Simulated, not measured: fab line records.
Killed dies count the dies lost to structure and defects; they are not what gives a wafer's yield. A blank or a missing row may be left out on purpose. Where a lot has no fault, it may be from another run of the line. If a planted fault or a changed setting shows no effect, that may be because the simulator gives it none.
Chamber matching    flow berkeley-cmos170    wet-bench-01 running UCB170_NWELL_WET_ETCH_00: 4 sister chambers
The step etches SiO2 in dHF, time 200 s. 4 wafers are shown with their chamber, then 7 later ones without.

## EACH WAFER AND ITS CHAMBER
wafer   chamber  run-length-s (s)
L536.6  3        225
L535.6  1        225
L537.5  2        224
L542.3  0        226

## WAFERS WITH NO CHAMBER GIVEN
wafer   run-length-s (s)
L542.4  226
L553.1  233
L553.4  233
L553.6  233
L554.1  234
L554.2  234
L554.4  234

## EACH ONE'S CHAMBER
wafer   from the rows above                in truth
L542.4  can't be placed: 0 or 1 or 3 or 2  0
L553.1  can't be placed: 0 or 1 or 3 or 2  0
L553.4  can't be placed: 0 or 1 or 3 or 2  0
L553.6  can't be placed: 0 or 1 or 3 or 2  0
L554.1  can't be placed: 0 or 1 or 3 or 2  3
L554.2  can't be placed: 0 or 1 or 3 or 2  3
L554.4  can't be placed: 0 or 1 or 3 or 2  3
Correctly placed: 0 of 7. Can't be placed from these rows: 7 (the true chamber is among the candidates in 7). 0 placed wrongly.
How it was worked out, from the rows above alone: a wafer's distance from a chamber is the root of the sum, over the readings, of the square of ((its reading less the chamber's mean) divided by the reading's scatter). The wafer belongs to the nearest chamber; if the next one is less than 2 further off, it can't be placed. For every chamber, the mean is computed from those of its wafers that are shown. The scatter (one wafer shown for each chamber): square how far every hidden wafer sits from the nearest shown wafer, average those squares and take the square root.
